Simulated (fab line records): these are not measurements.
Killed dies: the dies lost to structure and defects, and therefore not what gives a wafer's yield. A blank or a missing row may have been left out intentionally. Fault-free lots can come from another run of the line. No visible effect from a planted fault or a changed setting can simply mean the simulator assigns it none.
The tool behind it: which one? ; flow berkeley-cmos170 ; 14 lots with 42 wafers sampled at 2 steps, on a route of 331 steps

## WHAT THE GAUGES SHOWED, per wafer
UCB170_GATE_OVL_MEAS_13. Usual: for GATE_OVL the level is 3 nm and the standard deviation is 5.5.
lot;measured;on;GATE_OVL (nm);flag
L289;day 7 09:01;overlay-01;4 9 7;
L291;day 7 19:46;overlay-02;-2 -5 2;
L292;day 7 19:52;overlay-01;5 12 5;
L294;day 8 09:08;overlay-01;10 0 7;
L295;day 8 08:52;overlay-02;1 1 -6;
L296;day 8 09:41;overlay-01;0 6 0;
L297;day 9 06:52;overlay-02;0 -3 10;
L298;day 9 06:34;overlay-02;0 1 -10;
L301;day 9 06:50;overlay-02;0 8 17;
L302;day 9 06:57;overlay-02;5 4 1;
L300;day 9 07:07;overlay-02;5 4 7;
L310;day 11 09:38;overlay-02;1 -2 10;
L311;day 11 21:18;overlay-02;6 -3 -1;
L312;day 11 21:23;overlay-01;-3 4 1;

## TOOL THAT RAN EACH LOT (tool first, then ch and the chambers of the sampled wafers, then the start)
lot;UCB170_ZERO_ETCH_06
L289;rie-diel-04 ch 0,3, day 1 21:27
L291;rie-diel-01 ch 2,3, day 2 11:19
L292;rie-diel-03 ch 0,3, day 2 14:19
L294;rie-diel-01 ch 1,3, day 2 23:16
L295;rie-diel-03 ch 1,2, day 3 05:21
L296;rie-diel-01 ch 0,1, day 3 12:14
L297;rie-diel-04 ch 1,3, day 3 16:16
L298;rie-diel-04 ch 0,1,2, day 4 00:16
L301;rie-diel-03 ch 0,2,3, day 4 11:34
L302;rie-diel-04 ch 0,2, day 4 11:44
L300;rie-diel-01 ch 0,1,3, day 4 12:18
L310;rie-diel-03 ch 1,2,3, day 6 03:01
L311;rie-diel-04 ch 0,3, day 6 15:46
L312;rie-diel-04 ch 1,2,3, day 6 16:15
- UCB170_ZERO_ETCH_06: etches SiO2 in CHF3/CF4/Ar, time 12 s.

## WHAT THE TOOLS THEMSELVES READ (means of the sampled wafers that have a number; where no wafer has one, the mark that the record gives instead)
UCB170_ZERO_ETCH_06. Usual: drypump-motor-current-A 5.7 A, standard deviation 0.42; oes-product-au 0.613 a.u., standard deviation 0.012; throttle-valve-pct 9.24 %, standard deviation 0.16.
lot;tool;drypump-motor-current-A (A);oes-product-au (a.u.);throttle-valve-pct (%);flag
L289;rie-diel-04;5.5;0.624;9.19;
L291;rie-diel-01;5.7;0.612;9.35;
L292;rie-diel-03;6.0;0.614;9.28;
L294;rie-diel-01;5.3;0.604;9.10;
L295;rie-diel-03;5.6;0.621;9.33;
L296;rie-diel-01;5.2;0.605;9.05;
L297;rie-diel-04;6.1;0.605;9.05;
L298;rie-diel-04;6.0;0.600;9.24;
L301;rie-diel-03;5.9;0.612;9.34;
L302;rie-diel-04;5.8;0.591;9.28;
L300;rie-diel-01;5.5;0.615;9.19;
L310;rie-diel-03;5.7;0.622;9.29;
L311;rie-diel-04;5.7;0.612;9.35;
L312;rie-diel-04;5.8;0.610;9.08;

## THE ANSWER, worked out from the rows above alone
Rule: a lot is off if the mean of its wafers that have a number lies more than 3 standard deviations from the usual mean. Also off: a lot with no number at a reading for which 4 or more lots have one. The other lots that the step has rows for count as sound. First the gauges in route order, then the tools' own readings, where a lot's mean is used as printed above. The first step at which some lot is off is used, and at that step the reading that is off furthest; a lot without a number counts as furthest.
Across all readings shown, no lot is off: no conclusion can be drawn from this.

## WHAT HAD BEEN PUT IN BY THE SIMULATOR
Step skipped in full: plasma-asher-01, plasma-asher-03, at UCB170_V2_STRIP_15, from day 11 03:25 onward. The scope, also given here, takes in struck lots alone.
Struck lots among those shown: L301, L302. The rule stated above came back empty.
